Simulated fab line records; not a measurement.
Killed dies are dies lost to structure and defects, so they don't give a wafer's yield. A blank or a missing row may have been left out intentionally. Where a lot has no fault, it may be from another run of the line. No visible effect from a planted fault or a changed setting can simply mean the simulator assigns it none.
fab line records	flow ritCmos
record lots=13	wafers=39	lastDay=8
route steps=202 shown ACTIVE@2 CONTACT@176 M1@186
lots with no fault: from the same line, run without faults
startH: hours from the record's first day to the start of the lot's first wafer shown	waitH: hours from the lot's prior step to this one	" repeats the value in the row above	L1.1+2: one row covering several wafers at once	- no value, or no start was given	* or withheld: withheld	< > ~ a bound
route shown NAME@n: names a module that has steps shown in the file, with the first one's number in the route	usual: mean and standard deviation over wafers with no fault	same: alike in all rows	chamber/n: place in a boat	sites: readings site by site	_std_site: standard deviation of those values	_edge_site: the outer-site mean with the inner-site mean subtracted	radiusMm: how far each site lies from the wafer's centre	mask NAME#n: copy n	behind: tool/chamber where the wafer was last shaped	hold: the reason the lot was held/the length of the hold in hours/how it ended	device: the transistor (n, p or np) that didn't switch	end of line: the route-end tests of the same wafers	step lacking rows: just its recipe	killed: the dies lost at the first sort to structure and to defects; this is not the yield of the wafer	map: a wafer's dies, x killed, . not, _ none there
set.NAME: the run value of the setting; set.NAME@STEP: its run value at that earlier step	model.NAME: the simulator's own value behind a step, which no gauge read
the route's steps for a sample of lots (tables are steps, rows are wafers)
services: from which hour (startH, from the record's first day; less than 0 if before it) a tool's chamber was out of use, for how many hours, and why
## steps
# step RIT_ACTIVE_OXIDATION_01
# recipe tempC=1000	ambient=O2	targetThkA=468	oxTimeS=3360
lot.wafer	tool	chamber	startH	waitH
L208.1+2+4	furnace-03	0	16.68	1.7
L209.2+3+4	furnace-03	0	21.16	1.1
L210.4+5+6	furnace-04	0	25.12	0.0
L211.1+3+6	furnace-04	0	30.92	0.9
L212.3+4+5	furnace-03	0	35.63	0.6
L213.3+4+6	furnace-03	0	41.93	1.9
L214.1+2+5	furnace-04	0	45.74	0.7
L217.1+4+6	furnace-04	0	60.61	0.6
L220.4+5+6	furnace-04	0	77.33	2.3
L222.1+3+5	furnace-03	0	85.99	1.0
L227.2+5+6	furnace-04	0	115.20	5.2
L228.2+4+6	furnace-04	0	115.20	0.2
L229.4+5+6	furnace-04	0	123.53	3.5
# step RIT_CONTACT_CD_MEAS_08
# recipe targetCdNm=1000
# usual cdNm=1000.3/2.5
lot.wafer	tool	chamber	startH	waitH	cdNm
L208.1	cdSem-02	-	61.59	-	1000.9
L208.2	"	-	"	"	998.1
L208.4	"	-	"	"	1002.2
L209.2	cdSem-02	-	67.26	-	1002.8
L209.3	"	-	"	"	1002.1
L209.4	"	-	"	"	1002.0
L210.4	cdSem-02	-	69.59	-	998.8
L210.5	"	-	"	"	998.0
L210.6	"	-	"	"	998.5
L211.1	cdSem-02	-	74.22	-	997.6
L211.3	"	-	"	"	995.7
L211.6	"	-	"	"	996.9
L212.3	cdSem-02	-	81.02	-	999.2
L212.4	"	-	"	"	998.7
L212.5	"	-	"	"	998.6
L213.3	cdSem-02	-	84.94	-	1001.2
L213.4	"	-	"	"	1001.6
L213.6	"	-	"	"	1004.2
L214.1	cdSem-02	-	95.65	-	1004.7
L214.2	"	-	"	"	1002.0
L214.5	"	-	"	"	1004.2
L217.1	cdSem-01	-	106.01	-	1002.0
L217.4	"	-	"	"	1001.4
L217.6	"	-	"	"	1000.6
L220.4	cdSem-02	-	141.79	-	998.2
L220.5	"	-	"	"	998.4
L220.6	"	-	"	"	997.3
L222.1	cdSem-01	-	143.35	-	995.7
L222.3	"	-	"	"	994.2
L222.5	"	-	"	"	996.5
L227.2	cdSem-01	-	166.86	-	998.9
L227.5	"	-	"	"	1002.0
L227.6	"	-	"	"	1001.6
L228.2	cdSem-02	-	168.39	-	1002.8
L228.4	"	-	"	"	1002.2
L228.6	"	-	"	"	1000.5
L229.4	cdSem-01	-	174.36	-	1000.6
L229.5	"	-	"	"	998.7
L229.6	"	-	"	"	999.5
# step RIT_CONTACT_STRIP_12
# recipe chemistry=O2	timeS=180	resist=NOVOLAK	platenTempC=withheld	powerW=500	pressureMtorr=4000	o2FlowSccm=4000
# usual drypumpMotorCurrentA=5.8/0.47
lot.wafer	tool	chamber	startH	waitH	drypumpMotorCurrentA	rfHoursCounterH
L208.1	plasmaAsher-01	1	62.09	0.1	5.5	44
L208.2	"	0	"	"	5.8	44
L208.4	"	0	"	"	5.8	-
L209.2	plasmaAsher-02	0	67.74	0.1	6.6	44
L209.3	"	1	"	"	6.3	-
L209.4	"	0	"	"	6.6	-
L210.4	plasmaAsher-02	0	70.12	0.2	6.6	-
L210.5	"	1	"	"	6.3	-
L210.6	"	0	"	"	6.6	-
L211.1	plasmaAsher-02	1	74.73	0.1	6.3	45
L211.3	"	1	"	"	6.3	-
L211.6	"	0	"	"	6.6	-
L212.3	plasmaAsher-01	0	81.66	0.2	5.8	-
L212.4	"	1	"	"	5.5	-
L212.5	"	0	"	"	5.8	-
L213.3	plasmaAsher-01	1	85.45	0.2	5.5	-
L213.4	"	0	"	"	5.8	-
L213.6	"	1	"	"	5.5	-
L214.1	plasmaAsher-04	0	96.15	0.1	5.2	42
L214.2	"	1	"	"	5.2	42
L214.5	"	1	"	"	5.2	-
L217.1	plasmaAsher-04	1	106.51	0.1	5.2	43
L217.4	"	0	"	"	5.3	-
L217.6	"	0	"	"	5.3	-
L220.4	plasmaAsher-04	0	142.29	0.2	5.3	-
L220.5	"	0	"	"	5.3	-
L220.6	"	1	"	"	5.2	-
L222.1	plasmaAsher-02	1	143.97	0.1	6.3	51
L222.3	"	0	"	"	6.6	-
L222.5	"	0	"	"	6.6	-
L227.2	plasmaAsher-02	0	167.34	0.1	6.6	55
L227.5	"	0	"	"	6.6	-
L227.6	"	1	"	"	6.3	-
L228.2	plasmaAsher-04	0	168.95	0.1	5.3	50
L228.4	"	1	"	"	5.2	-
L228.6	"	1	"	"	5.1	-
L229.4	plasmaAsher-02	1	174.86	0.2	6.3	-
L229.5	"	1	"	"	6.3	-
L229.6	"	0	"	"	6.6	-
# step RIT_M1_THK_MEAS_02
# recipe thkMeasGauge=xrf	reads=Al_of_M1_SPUTTER_00
# usual M1_AL_THK=402/4.4
lot.wafer	tool	chamber	startH	waitH	M1_AL_THK[nm]
L208.1	filmMetro-01	-	63.15	0.1	401
L208.2	"	-	"	"	402
L208.4	"	-	"	"	400
L209.2	filmMetro-02	-	68.81	0.1	399
L209.3	"	-	"	"	408
L209.4	"	-	"	"	403
L210.4	filmMetro-02	-	71.15	0.1	402
L210.5	"	-	"	"	399
L210.6	"	-	"	"	400
L211.1	filmMetro-02	-	75.78	0.1	400
L211.3	"	-	"	"	402
L211.6	"	-	"	"	398
L212.3	filmMetro-01	-	82.68	0.1	407
L212.4	"	-	"	"	407
L212.5	"	-	"	"	406
L213.3	filmMetro-01	-	86.49	0.1	406
L213.4	"	-	"	"	402
L213.6	"	-	"	"	407
L214.1	filmMetro-01	-	97.21	0.1	401
L214.2	"	-	"	"	401
L214.5	"	-	"	"	399
L217.1	filmMetro-01	-	107.59	0.1	407
L217.4	"	-	"	"	406
L217.6	"	-	"	"	414
L220.4	filmMetro-01	-	143.32	0.1	402
L220.5	"	-	"	"	401
L220.6	"	-	"	"	405
L222.1	filmMetro-04	-	145.06	0.1	396
L222.3	"	-	"	"	398
L222.5	"	-	"	"	397
L227.2	filmMetro-01	-	168.41	0.1	407
L227.5	"	-	"	"	403
L227.6	"	-	"	"	405
L228.2	filmMetro-04	-	170.03	0.1	398
L228.4	"	-	"	"	399
L228.6	"	-	"	"	391
L229.4	filmMetro-01	-	176.08	0.1	403
L229.5	"	-	"	"	401
L229.6	"	-	"	"	406
# step RIT_M1_PROBE_99
# usual killed_at_M0_to_M3=0.0/0.12	killedAtContacts=0.1/0.23	killedAtFrontEnd=6.6/2.9	killedDies=6.7/3	killedOnRim=1.7/1.4	killedOpen=3.5/2.1	killedShort=3.2/1.8
# same grossDies=264	killed_at_M4_up=0	killedAtBackSide=0	killedAtOther=0
lot.wafer	tool	chamber	startH	waitH	killed_at_M0_to_M3	killedAtContacts	killedAtFrontEnd	killedDies	killedOnRim	killedOpen	killedShort
L208.1	prober-01	-	66.89	0.1	0	1	10	11	5	5	6
L208.2	prober-01	-	66.94	0.1	0	0	10	10	3	3	7
L208.4	prober-01	-	67.04	0.2	0	0	9	9	4	3	6
L209.2	prober-02	-	72.61	0.1	0	0	1	1	0	0	1
L209.3	prober-02	-	72.66	0.2	0	0	8	8	2	4	4
L209.4	prober-02	-	72.71	0.2	0	0	4	4	1	2	2
L210.4	prober-01	-	74.88	0.2	0	0	2	2	0	0	2
L210.5	prober-01	-	74.93	0.2	0	0	9	9	4	6	3
L210.6	prober-01	-	74.98	0.2	0	1	9	10	2	5	5
L211.1	prober-01	-	79.51	0.1	0	0	11	11	1	6	5
L211.3	prober-01	-	79.61	0.2	1	0	8	9	1	6	3
L211.6	prober-01	-	79.76	0.2	0	0	10	10	2	5	5
L212.3	prober-02	-	86.36	0.2	0	0	7	7	1	5	2
L212.4	prober-02	-	86.41	0.2	0	0	3	3	1	1	2
L212.5	prober-02	-	86.46	0.2	0	0	5	5	1	3	2
L213.3	prober-01	-	90.29	0.2	0	0	5	5	1	2	3
L213.4	prober-01	-	90.34	0.2	0	0	8	8	3	7	1
L213.6	prober-01	-	90.44	0.2	0	0	11	11	2	4	7
L214.1	prober-02	-	100.83	0.1	0	0	10	10	1	8	2
L214.2	prober-02	-	100.88	0.1	0	0	5	5	1	4	1
L214.5	prober-02	-	101.03	0.2	0	0	5	5	1	3	2
L217.1	prober-02	-	112.51	0.1	0	0	6	6	1	0	6
L217.4	prober-02	-	112.66	0.2	0	0	7	7	3	2	5
L217.6	prober-02	-	112.76	0.2	0	0	4	4	2	0	4
L220.4	prober-01	-	147.24	0.2	0	0	3	3	0	2	1
L220.5	prober-01	-	147.29	0.2	0	0	8	8	1	3	5
L220.6	prober-01	-	147.34	0.2	0	0	5	5	0	2	3
L222.1	prober-02	-	148.68	0.1	0	0	103	103	27	0	0
L222.3	prober-02	-	148.78	0.2	0	0	116	116	34	0	3
L222.5	prober-02	-	148.88	0.2	0	0	96	96	22	1	1
L227.2	prober-01	-	172.71	0.1	0	0	7	7	1	4	3
L227.5	prober-01	-	172.86	0.2	0	0	7	7	0	2	5
L227.6	prober-01	-	172.91	0.2	0	0	8	8	2	3	5
L228.2	prober-01	-	174.21	0.1	0	1	11	12	4	5	7
L228.4	prober-01	-	174.31	0.2	0	0	6	6	2	2	4
L228.6	prober-01	-	174.41	0.2	0	1	5	6	2	2	4
L229.4	prober-01	-	179.98	0.2	0	0	4	4	1	3	1
L229.5	prober-01	-	180.03	0.2	0	0	5	5	0	2	3
L229.6	prober-01	-	180.08	0.2	0	0	7	7	1	3	4
# killed by level:class
L208.1 REOX:geometricParticle:short=3 REOX:geometricParticle:open=2 SILICIDE:geometricParticle:open=2 SILICIDE:geometricParticle:short=2 GATE:geometricParticle:short=1 CONTACT:geometricParticle:open=1
L208.2 GATE:geometricParticle:short=4 REOX:geometricParticle:short=2 REOX:geometricParticle:open=2 FOX1:geometricParticle:short=1 GATE:geometricParticle:open=1
L208.4 FOX1:geometricParticle:short=2 SPACER:geometricParticle:short=2 SILICIDE:geometricParticle:short=2 GATE:geometricParticle:open=1 SPACER:geometricParticle:open=1 SILICIDE:geometricParticle:open=1
L209.2 FOX1:geometricParticle:short=1
L209.3 SPACER:geometricParticle:open=3 GATE:geometricParticle:short=2 FOX2:geometricParticle:short=1 FOX2:geometricParticle:open=1 SPACER:geometricParticle:short=1
L209.4 FOX2:geometricParticle:open=1 FOX2:geometricParticle:short=1 GATE:geometricParticle:open=1 SPACER:geometricParticle:short=1
L210.4 FOX2:geometricParticle:short=1 SPACER:geometricParticle:short=1
L210.5 SILICIDE:geometricParticle:open=3 FOX1:geometricParticle:open=2 FOX1:geometricParticle:short=1 GATE:geometricParticle:open=1 GATE:geometricParticle:short=1 SILICIDE:geometricParticle:short=1
L210.6 GATE:geometricParticle:open=2 GATE:geometricParticle:short=2 FOX1:geometricParticle:open=1 FOX2:geometricParticle:open=1 SPACER:geometricParticle:short=1 SPACER:geometricParticle:open=1 SILICIDE:geometricParticle:short=1 CONTACT:geometricParticle:short=1
L211.1 SILICIDE:geometricParticle:open=3 SPACER:geometricParticle:open=2 FOX1:geometricParticle:short=1 FOX1:geometricParticle:open=1 FOX2:geometricParticle:short=1 GATE:geometricParticle:short=1 REOX:geometricParticle:short=1 SILICIDE:geometricParticle:short=1
L211.3 REOX:geometricParticle:open=2 SPACER:geometricParticle:open=2 SILICIDE:geometricParticle:open=2 GATE:geometricParticle:short=1 SPACER:geometricParticle:short=1 M1:geometricParticle:short=1
L211.6 GATE:geometricParticle:short=4 SPACER:geometricParticle:open=2 GATE:geometricParticle:open=1 REOX:geometricParticle:open=1 SPACER:geometricParticle:short=1 SILICIDE:geometricParticle:open=1
L212.3 GATE:geometricParticle:open=4 GATE:geometricParticle:short=1 REOX:geometricParticle:short=1 REOX:geometricParticle:open=1
L212.4 FOX2:geometricParticle:short=1 GATE:geometricParticle:short=1 GATE:geometricParticle:open=1
L212.5 FOX2:geometricParticle:open=1 GATE:geometricParticle:open=1 GATE:geometricParticle:short=1 REOX:geometricParticle:open=1 SPACER:geometricParticle:short=1
L213.3 FOX2:geometricParticle:open=1 FOX2:geometricParticle:short=1 REOX:geometricParticle:open=1 REOX:geometricParticle:short=1 SPACER:geometricParticle:short=1
L213.4 GATE:geometricParticle:open=3 FOX2:geometricParticle:open=1 REOX:geometricParticle:open=1 SPACER:geometricParticle:short=1 SPACER:geometricParticle:open=1 SILICIDE:geometricParticle:open=1
L213.6 SPACER:geometricParticle:short=4 REOX:geometricParticle:open=2 FOX2:geometricParticle:short=1 GATE:geometricParticle:open=1 REOX:geometricParticle:short=1 SILICIDE:geometricParticle:open=1 SILICIDE:geometricParticle:short=1
L214.1 GATE:geometricParticle:open=3 REOX:geometricParticle:open=3 ACTIVE:geometricParticle:open=1 FOX2:geometricParticle:open=1 GATE:geometricParticle:short=1 REOX:geometricParticle:short=1
L214.2 FOX2:geometricParticle:open=2 GATE:geometricParticle:open=1 SPACER:geometricParticle:open=1 SILICIDE:geometricParticle:short=1
L214.5 GATE:geometricParticle:open=3 FOX1:geometricParticle:short=1 SILICIDE:geometricParticle:short=1
L217.1 SPACER:geometricParticle:short=2 FOX1:geometricParticle:short=1 FOX2:geometricParticle:short=1 GATE:geometricParticle:short=1 SILICIDE:geometricParticle:short=1
L217.4 FOX1:geometricParticle:short=2 GATE:geometricParticle:short=2 SPACER:geometricParticle:open=2 SPACER:geometricParticle:short=1
L217.6 FOX1:geometricParticle:short=1 GATE:geometricParticle:short=1 REOX:geometricParticle:short=1 SPACER:geometricParticle:short=1
L220.4 FOX1:geometricParticle:open=1 SPACER:geometricParticle:short=1 SPACER:geometricParticle:open=1
L220.5 SPACER:geometricParticle:short=2 SILICIDE:geometricParticle:short=2 FOX2:geometricParticle:open=1 GATE:geometricParticle:open=1 REOX:geometricParticle:open=1 REOX:geometricParticle:short=1
L220.6 FOX1:geometricParticle:short=1 FOX2:geometricParticle:short=1 SILICIDE:geometricParticle:open=1 REOX:geometricParticle:open=1 SPACER:geometricParticle:short=1
L222.1 ACTIVE:unspecified=103
L222.3 ACTIVE:unspecified=113 GATE:geometricParticle:short=2 FOX1:geometricParticle:short=1
L222.5 ACTIVE:unspecified=94 GATE:geometricParticle:short=1 SILICIDE:geometricParticle:open=1
L227.2 FOX2:geometricParticle:short=2 FOX1:geometricParticle:open=1 FOX2:geometricParticle:open=1 REOX:geometricParticle:open=1 SPACER:geometricParticle:open=1 SILICIDE:geometricParticle:short=1
L227.5 GATE:geometricParticle:short=2 ACTIVE:geometricParticle:open=1 FOX1:geometricParticle:open=1 FOX1:geometricParticle:short=1 FOX2:geometricParticle:short=1 REOX:geometricParticle:short=1
L227.6 GATE:geometricParticle:open=2 GATE:geometricParticle:short=2 REOX:geometricParticle:short=2 FOX1:geometricParticle:short=1 FOX1:geometricParticle:open=1
L228.2 GATE:geometricParticle:short=3 GATE:geometricParticle:open=3 FOX1:geometricParticle:short=1 FOX1:geometricParticle:open=1 FOX2:geometricParticle:short=1 FOX2:geometricParticle:open=1 SPACER:geometricParticle:short=1 CONTACT:geometricParticle:short=1
L228.4 GATE:geometricParticle:short=2 FOX2:geometricParticle:short=1 GATE:geometricParticle:open=1 REOX:geometricParticle:short=1 SILICIDE:geometricParticle:open=1
L228.6 FOX1:geometricParticle:short=1 FOX2:geometricParticle:short=1 GATE:geometricParticle:short=1 REOX:geometricParticle:open=1 SILICIDE:geometricParticle:short=1 CONTACT:geometricParticle:open=1
L229.4 GATE:geometricParticle:short=1 GATE:geometricParticle:open=1 SPACER:geometricParticle:open=1 SILICIDE:geometricParticle:open=1
L229.5 SPACER:geometricParticle:short=2 GATE:geometricParticle:open=1 GATE:geometricParticle:short=1 SPACER:geometricParticle:open=1
L229.6 GATE:geometricParticle:short=2 SPACER:geometricParticle:open=2 GATE:geometricParticle:open=1 REOX:geometricParticle:short=1 SILICIDE:geometricParticle:short=1
## services
tool	chamber	startH	hours	kind
plasmaAsher-02	-	39.68	0.8	repair
furnace-04	-	56.27	3.0	pm
plasmaAsher-01	-	108.75	9.0	pm
plasmaAsher-01	0	108.75	9.0	ventCycle
plasmaAsher-01	1	108.75	9.0	ventCycle
plasmaAsher-02	-	111.76	0.5	repair
furnace-03	-	115.05	3.4	pm
plasmaAsher-01	0	117.75	-	clean
plasmaAsher-01	1	117.75	-	clean
plasmaAsher-02	-	127.91	2.8	pm
## key
firstSign step=RIT_M1_PROBE_99	reading=killedAtFrontEnd	direction=up	sigmas=33	usual=6.6	struck=105
effect step=RIT_M1_PROBE_99	reading=killedDies	direction=up	sigmas=33	usual=6.7	struck=105
metAt RIT_ACTIVE_OXIDATION_01
struckLots L222
testerLeftOut L222
notActingAt RIT_CONTACT_CD_MEAS_08,RIT_CONTACT_STRIP_12,RIT_M1_THK_MEAS_02
onsetBetween 41.93 85.99
fault kind=chamberParticleSource	tool=furnace-03	chamber=-	onsetH=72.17	steps=RIT_ACTIVE_OXIDATION_01	ratePerVisitCm2=0.98214	endH=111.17
# testerLeftOut: of these lots the tester's yield and bins aren't shown, on N5 and GAA mostly nor the transistor test; their killed dies are dies lost to structure and defects alone, not to doping, threshold or leakage, so they don't give the yield
